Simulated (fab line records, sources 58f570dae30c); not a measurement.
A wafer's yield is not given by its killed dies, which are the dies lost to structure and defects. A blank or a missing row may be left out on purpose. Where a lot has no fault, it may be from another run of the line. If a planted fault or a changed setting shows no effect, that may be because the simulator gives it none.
Which tool was responsible? | flow berkeleyCmos170 | 39 wafers from 13 lots sampled at 5 of the route's 331 steps

== WHAT THE GAUGES READ, wafer by wafer ==
UCB170_CONTACT_CD_MEAS_15: the cd target is 700 nm. Usual: cdNm reads 700.3 nm (standard deviation 1.4).
lot  | measured     | on       | cdNm (nm)         | flag
L904 | day 8 12:53  | cdSem-01 | 702.7 702.0 703.2 | 
L903 | day 8 15:08  | cdSem-01 | 698.8 699.4 699.3 | 
L905 | day 9 03:16  | cdSem-02 | 702.3 700.9 700.7 | 
L908 | day 9 20:03  | cdSem-02 | 750.8 749.6 749.9 | OFF
L916 | day 11 09:58 | cdSem-01 | 703.0 703.3 701.2 | 
L919 | day 12 10:59 | cdSem-02 | 698.1 698.7 697.9 | 
L920 | day 12 12:46 | cdSem-02 | 701.2 700.6 702.1 | 
L917 | day 12 13:02 | cdSem-01 | 700.7 700.4 701.5 | 
L918 | day 12 13:14 | cdSem-02 | 699.7 700.5 698.4 | 
L921 | day 12 14:04 | cdSem-02 | 698.7 698.7 697.9 | 
L922 | day 12 14:46 | cdSem-01 | 699.7 699.0 699.6 | 
L924 | day 14 06:21 | cdSem-02 | 699.3 700.2 699.9 | 
L925 | day 14 16:40 | cdSem-02 | 699.8 699.8 699.1 | 

UCB170_V2_BOW_MEAS_03. Usual: for V2_BOW the level is 36 um and the standard deviation is 6.7.
lot  | measured     | on           | V2_BOW (um) | flag
L904 | day 8 23:11  | filmMetro-01 | 38 49 44    | 
L903 | day 9 01:44  | filmMetro-03 | 41 40 33    | 
L905 | day 9 13:16  | filmMetro-03 | 29 38 37    | 
L908 | day 10 06:44 | filmMetro-03 | 31 36 44    | 
L916 | day 11 20:04 | filmMetro-02 | 38 38 52    | 
L919 | day 13 13:22 | filmMetro-02 | 29 36 34    | 
L920 | day 13 19:05 | filmMetro-03 | 40 44 34    | 
L917 | day 13 19:37 | filmMetro-03 | 48 42 43    | 
L918 | day 13 19:52 | filmMetro-02 | 34 25 37    | 
L921 | day 13 20:08 | filmMetro-03 | 37 28 28    | 
L922 | day 13 20:14 | filmMetro-02 | 39 33 36    | 
L924 | day 14 18:34 | filmMetro-01 | 34 15 40    | 
L925 | day 15 07:02 | filmMetro-01 | 31 36 32    | 

UCB170_V2_THK_MEAS_04. Usual: for V2_POLISHED_THK the level is 1000.2 nm and the standard deviation is 1.2.
lot  | measured     | on           | V2_POLISHED_THK (nm) | flag
L904 | day 8 23:17  | filmMetro-01 | 1000.0 1001.0 999.4  | 
L903 | day 9 01:51  | filmMetro-03 | 999.1 1001.4 1001.2  | 
L905 | day 9 13:23  | filmMetro-03 | 996.5 998.7 998.7    | 
L908 | day 10 06:50 | filmMetro-03 | 1000.2 999.8 998.9   | 
L916 | day 11 20:11 | filmMetro-02 | 1000.3 1001.2 1000.8 | 
L919 | day 13 13:28 | filmMetro-02 | 1002.0 1001.6 1000.3 | 
L920 | day 13 19:12 | filmMetro-03 | 999.0 1000.2 999.8   | 
L917 | day 13 19:43 | filmMetro-03 | 999.3 1000.4 999.5   | 
L918 | day 13 19:58 | filmMetro-02 | 1000.1 1000.7 1001.3 | 
L921 | day 13 20:14 | filmMetro-03 | 998.4 999.5 999.2    | 
L922 | day 13 20:21 | filmMetro-02 | 999.5 1000.4 1001.1  | 
L924 | day 14 18:40 | filmMetro-01 | 1001.9 1000.9 1001.0 | 
L925 | day 15 07:10 | filmMetro-01 | 1000.3 1002.1 998.6  | 

== WHAT TOOL EACH LOT RAN ON (gives the tool, then ch and the chambers of the sampled wafers, and finally the start) ==
lot  | UCB170_CONTACT_EXPOSE_12         | UCB170_M2_ETCH_17
L904 | krfScanner-01 ch 0, day 8 12:29  | rieDiel-01 ch 1,2, day 8 22:08
L903 | krfScanner-01 ch 0, day 8 14:44  | rieDiel-01 ch 1,2, day 9 00:46
L905 | krfScanner-02 ch 0, day 9 02:50  | rieDiel-03 ch 1,3, day 9 12:17
L908 | krfScanner-02 ch 0, day 9 19:30  | rieDiel-01 ch 2,3, day 10 05:44
L916 | krfScanner-02 ch 0, day 11 09:35 | rieDiel-02 ch 0,1,2, day 11 19:06
L919 | krfScanner-01 ch 0, day 12 10:35 | rieDiel-01 ch 0,1,3, day 13 12:23
L920 | krfScanner-01 ch 0, day 12 12:22 | rieDiel-03 ch 0,2,3, day 13 18:07
L917 | krfScanner-02 ch 0, day 12 12:37 | rieDiel-02 ch 1,2, day 13 18:37
L918 | krfScanner-02 ch 0, day 12 12:50 | rieDiel-01 ch 0,2, day 13 18:50
L921 | krfScanner-01 ch 0, day 12 13:40 | rieDiel-03 ch 1,2,3, day 13 18:57
L922 | krfScanner-01 ch 0, day 12 14:19 | rieDiel-01 ch 1,2, day 13 19:14
L924 | krfScanner-02 ch 0, day 14 05:26 | rieDiel-02 ch 1,2, day 14 17:34
L925 | krfScanner-02 ch 0, day 14 15:58 | rieDiel-03 ch 2,3, day 15 06:04
- UCB170_CONTACT_EXPOSE_12: exposes mask CONT, target cd 700 nm.
- UCB170_M2_ETCH_17: etches BARC in N2/H2.

== WHAT THE TOOLS THEMSELVES READ (means of the sampled wafers that have a number; where no wafer has one, the mark that the record gives instead) ==
UCB170_CONTACT_EXPOSE_12. Usual: reticleTempC 22.99 C, standard deviation 0.11; stageVelMmS 500.03 mm/s, standard deviation 0.23.
lot  | tool          | reticleTempC (C) | stageVelMmS (mm/s) | flag
L904 | krfScanner-01 | 22.93            | 500.43             | 
L903 | krfScanner-01 | 22.95            | 499.93             | 
L905 | krfScanner-02 | 22.94            | 499.93             | 
L908 | krfScanner-02 | 23.00            | 500.10             | 
L916 | krfScanner-02 | 22.92            | 500.04             | 
L919 | krfScanner-01 | 22.96            | 500.29             | 
L920 | krfScanner-01 | 23.06            | 499.84             | 
L917 | krfScanner-02 | 23.00            | 500.08             | 
L918 | krfScanner-02 | 22.97            | 500.31             | 
L921 | krfScanner-01 | 22.97            | 500.00             | 
L922 | krfScanner-01 | 23.04            | 500.06             | 
L924 | krfScanner-02 | 23.09            | 499.95             | 
L925 | krfScanner-02 | 23.06            | 499.93             | 

UCB170_M2_ETCH_17. Usual: drypumpMotorCurrentA 5.7 A, standard deviation 0.31; oesProductAu 0.991 a.u., standard deviation 0.02; throttleValvePct 13.38 %, standard deviation 0.17.
lot  | tool       | drypumpMotorCurrentA (A) | oesProductAu (a.u.) | throttleValvePct (%) | flag
L904 | rieDiel-01 | 5.8                      | 0.977               | 13.38                | 
L903 | rieDiel-01 | 5.6                      | 0.981               | 13.32                | 
L905 | rieDiel-03 | 5.5                      | 0.993               | 13.60                | 
L908 | rieDiel-01 | 5.7                      | 0.998               | 13.17                | 
L916 | rieDiel-02 | 6.0                      | 0.993               | 13.41                | 
L919 | rieDiel-01 | 5.8                      | 0.976               | 13.40                | 
L920 | rieDiel-03 | 5.5                      | 1.018               | 13.36                | 
L917 | rieDiel-02 | 6.1                      | 0.987               | 13.46                | 
L918 | rieDiel-01 | 5.5                      | 0.969               | 13.50                | 
L921 | rieDiel-03 | 5.7                      | 1.010               | 13.47                | 
L922 | rieDiel-01 | 5.8                      | 0.976               | 13.38                | 
L924 | rieDiel-02 | 6.1                      | 0.995               | 13.46                | 
L925 | rieDiel-03 | 5.4                      | 1.002               | 13.52                | 

== THE ANSWER, worked out from the rows above alone ==
Rule: a lot is off if the mean of its wafers that have a number lies more than 3 standard deviations from the usual mean. Also off: a lot with no number at a reading for which 4 or more lots have one. Any other lot the step has rows for is counted as sound. After the gauges, taken in route order, come the tools' own readings; for these a lot's mean is taken, as printed above. At the first step where some lot is off, the reading lying furthest off is the one used; lots without a number count as furthest.
Off at UCB170_CONTACT_CD_MEAS_15 (cdNm): L908.
If a tool, at a process step before that reading, ran all the lots that are off and no sound lot after the first of them, it fits. Those tools and the gauges at UCB170_CONTACT_CD_MEAS_15 are tried in the same way. No candidate that was tried fits.

== WHAT WAS PUT IN BY THE SIMULATOR ==
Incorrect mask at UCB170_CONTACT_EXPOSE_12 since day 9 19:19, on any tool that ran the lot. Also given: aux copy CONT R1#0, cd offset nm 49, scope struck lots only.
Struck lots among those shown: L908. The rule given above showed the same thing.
